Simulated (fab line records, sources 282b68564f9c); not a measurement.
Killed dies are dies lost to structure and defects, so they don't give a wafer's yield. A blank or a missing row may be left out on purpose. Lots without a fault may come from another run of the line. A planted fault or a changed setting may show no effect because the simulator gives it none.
Tool commonality check | flow rit_cmos | 14 lots, 42 wafers sampled

WHY IT WAS OPENED
At RIT_GATE_THK_MEAS_07 the reading GATE_OXIDE_THK is flagged on 2 of 14 lots. Wafers without a fault read 2.98 nm, standard deviation 0.062.
Rule: a lot is flagged when every wafer of it that has a number lies more than 4 standard deviations from that mean, or none has a number. The other lots count as sound.

lot  | measured    | on            | GATE_OXIDE_THK (nm), wafer by wafer | flag
L747 | day 2 13:38 | film_metro-04 | 3.10 3.05 2.98                      |
L749 | day 3 05:08 | film_metro-02 | 3.00 3.04 3.01                      |
L750 | day 3 05:08 | film_metro-04 | 2.96 2.99 3.03                      |
L751 | day 3 16:50 | film_metro-02 | 2.91 2.95 2.90                      |
L753 | day 4 05:52 | film_metro-01 | 2.95 2.89 2.96                      |
L756 | day 4 13:25 | film_metro-02 | 3.02 3.04 3.03                      |
L757 | day 4 15:10 | film_metro-04 | 2.94 2.90 2.97                      |
L758 | day 5 00:32 | film_metro-02 | 2.99 2.91 2.92                      |
L759 | day 5 01:55 | film_metro-04 | 3.03 3.07 3.04                      |
L760 | day 5 06:50 | film_metro-02 | 2.90 2.97 2.91                      |
L761 | day 5 10:57 | film_metro-02 | 3.07 2.94 2.93                      |
L763 | day 5 21:21 | film_metro-04 | 2.99 3.02 3.04                      |
L766 | day 6 13:23 | film_metro-04 | 2.61 2.73 2.71                      | FLAGGED
L769 | day 7 07:58 | film_metro-04 | 2.72 2.69 2.73                      | FLAGGED
The numbers of the flagged lots are 2.70 nm on average: -0.28 nm against the usual, or -5 standard deviations.

WHICH TOOL RAN EACH LOT
The record holds 1 process step before the reading, out of a route of 202 steps. In each cell: the tool, then ch and the chambers that the sampled wafers went through, then the start.
lot  | flag    | RIT_GATE_OXIDATION_05
L747 |         | furnace-04 ch 0, day 2 10:22
L749 |         | furnace-03 ch 0, day 2 23:16
L750 |         | furnace-03 ch 0, day 2 23:16
L751 |         | furnace-03 ch 0, day 3 14:11
L753 |         | furnace-01 ch 0, day 4 02:25
L756 |         | furnace-04 ch 0, day 4 11:01
L757 |         | furnace-04 ch 0, day 4 12:05
L758 |         | furnace-03 ch 0, day 4 23:01
L759 |         | furnace-04 ch 0, day 5 00:35
L760 |         | furnace-04 ch 0, day 5 03:32
L761 |         | furnace-03 ch 0, day 5 08:47
L763 |         | furnace-03 ch 0, day 5 18:43
L766 | FLAGGED | furnace-03 ch 0, day 6 12:04
L769 | FLAGGED | furnace-03 ch 0, day 7 02:08
What these steps do:
- RIT_GATE_OXIDATION_05: target thk 3 nm, ox time 270 s.
- RIT_GATE_THK_MEAS_07

FLAGGED OVER TOTAL, TOOL BY TOOL (the gauges that took the reading come last)
step                  | tool          | lots run | flagged | share of the flagged lots | sound lots run after its first flagged lot
RIT_GATE_OXIDATION_05 | furnace-01    | 1        | 0       | none                      | -
RIT_GATE_OXIDATION_05 | furnace-03    | 8        | 2       | all                       | 0
RIT_GATE_OXIDATION_05 | furnace-04    | 5        | 0       | none                      | -
RIT_GATE_THK_MEAS_07  | film_metro-01 | 1        | 0       | none                      | -
RIT_GATE_THK_MEAS_07  | film_metro-02 | 6        | 0       | none                      | -
RIT_GATE_THK_MEAS_07  | film_metro-04 | 7        | 2       | all                       | 0

WHAT THE TABLE ALLOWS
2 rows of the table ran every flagged lot: furnace-03 at RIT_GATE_OXIDATION_05, film_metro-04 at RIT_GATE_THK_MEAS_07.
- furnace-03 at RIT_GATE_OXIDATION_05: 2 of its 8 lots flagged. Its last sound lot is L763 (day 5 18:43), its first flagged lot L766 (day 6 12:04): a fault that began between those two fits.
- film_metro-04 at RIT_GATE_THK_MEAS_07: 2 of its 7 lots flagged. Its last sound lot is L763 (day 5 21:21), its first flagged lot L766 (day 6 13:23): a fault that began between those two fits.
Counting lots can't tell these 2 tools apart, because each fits a fault that began at some hour. More lots, or a look at what each step does to the wafer, might.

WHAT THE SIMULATOR HAD PUT IN
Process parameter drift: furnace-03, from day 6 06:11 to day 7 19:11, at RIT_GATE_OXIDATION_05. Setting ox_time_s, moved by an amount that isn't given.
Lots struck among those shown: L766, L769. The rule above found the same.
